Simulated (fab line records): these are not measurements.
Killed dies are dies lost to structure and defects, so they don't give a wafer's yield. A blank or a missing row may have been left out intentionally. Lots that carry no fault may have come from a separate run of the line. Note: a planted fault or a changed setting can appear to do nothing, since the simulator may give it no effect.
Tool commonality check ; flow rit_cmos ; Sampled: 14 lots, 42 wafers

## REASON FOR OPENING
Of 14 lots, 2 have the reading ACTIVE_OXIDE_THK flagged at RIT_ACTIVE_THK_MEAS_02. Fault-free wafers read 47.5 nm, with a standard deviation of 0.85.
Rule: flag the lot when none of its wafers has a number, or when each of its wafers that has one lies beyond 4 standard deviations from that mean. The rest of the lots are taken to be sound.

lot;measured;on;ACTIVE_OXIDE_THK (nm), wafer by wafer;flag
L961;day 1 12:04;film_metro-04;47.1 45.5 45.7;
L962;day 1 17:05;film_metro-02;48.1 48.3 48.7;
L964;day 2 03:03;film_metro-02;48.3 47.8 47.6;
L965;day 2 08:04;film_metro-03;48.7 48.6 47.2;
L966;day 2 13:03;film_metro-04;48.8 48.7 48.5;
L970;day 3 09:04;film_metro-04;48.2 47.9 48.1;
L972;day 3 19:05;film_metro-04;46.9 47.9 47.6;
L973;day 4 00:04;film_metro-03;48.2 48.2 47.9;
L974;day 4 05:50;film_metro-02;46.5 47.3 46.9;
L975;day 4 10:35;film_metro-02;29.2 29.9 29.8;FLAGGED
L976;day 4 15:03;film_metro-02;28.5 29.3 28.7;FLAGGED
L978;day 5 01:03;film_metro-04;46.5 45.6 46.3;
L983;day 6 02:03;film_metro-04;47.7 47.6 47.3;
L984;day 6 07:04;film_metro-02;48.3 48.2 47.4;
The numbers of the flagged lots are 29.2 nm on average: -18.3 nm against the usual, or -21 standard deviations.

## WHICH TOOL EACH LOT WENT THROUGH
The record keeps 1 process step preceding the reading, out of 202 steps on the route. In each cell: the tool, then ch and the chambers that the sampled wafers went through, then the start.
lot;flag;RIT_ACTIVE_OXIDATION_01
L961;;furnace-03 ch 0, day 1 10:07
L962;;furnace-01 ch 0, day 1 15:09
L964;;furnace-01 ch 0, day 2 01:07
L965;;furnace-02 ch 0, day 2 06:07
L966;;furnace-02 ch 0, day 2 11:07
L970;;furnace-01 ch 0, day 3 07:07
L972;;furnace-01 ch 0, day 3 17:07
L973;;furnace-02 ch 0, day 3 22:07
L974;;furnace-02 ch 0, day 4 03:53
L975;FLAGGED;furnace-02 ch 0, day 4 08:38
L976;FLAGGED;furnace-02 ch 0, day 4 13:07
L978;;furnace-03 ch 0, day 4 23:07
L983;;furnace-03 ch 0, day 6 00:07
L984;;furnace-01 ch 0, day 6 05:07
These steps, and what they do:
- RIT_ACTIVE_OXIDATION_01: target thk 46.8 nm, ox time 3360 s.
- RIT_ACTIVE_THK_MEAS_02

## FLAGGED OVER TOTAL, TOOL BY TOOL (the gauges that took the reading come last)
step;tool;lots run;flagged;share of the flagged lots;sound lots run after its first flagged lot
RIT_ACTIVE_OXIDATION_01;furnace-01;5;0;none;-
RIT_ACTIVE_OXIDATION_01;furnace-02;6;2;all;0
RIT_ACTIVE_OXIDATION_01;furnace-03;3;0;none;-
RIT_ACTIVE_THK_MEAS_02;film_metro-02;6;2;all;1 (L984)
RIT_ACTIVE_THK_MEAS_02;film_metro-03;2;0;none;-
RIT_ACTIVE_THK_MEAS_02;film_metro-04;6;0;none;-

## THE TABLE: WHAT IT ALLOWS
Every flagged lot went through 2 rows of the table: furnace-02 at RIT_ACTIVE_OXIDATION_01 and film_metro-02 at RIT_ACTIVE_THK_MEAS_02.
- furnace-02 at RIT_ACTIVE_OXIDATION_01: 2 of its 6 lots flagged. Last sound lot L974 at day 4 03:53, first flagged lot L975 at day 4 08:38; a fault beginning in between fits. Its own readings (spike_tc_centre_C, spike_tc_load_C, spike_tc_source_C, tube_center_temp_C, tube_center_temp_C_max) fall more than 4 standard deviations out on all wafers of the flagged lots.
- film_metro-02 at RIT_ACTIVE_THK_MEAS_02: 2 of its 6 lots flagged. Sound lots followed the first flagged one (L984) on it, something a lasting fault affecting the whole tool could not allow.
One tool is left: furnace-02 at RIT_ACTIVE_OXIDATION_01.

## WHAT THE SIMULATOR HAD PUT IN
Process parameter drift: furnace-02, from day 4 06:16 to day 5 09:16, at RIT_ACTIVE_OXIDATION_01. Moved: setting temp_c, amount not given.
Lots struck among those shown: L975, L976. The same result came from the rule above.
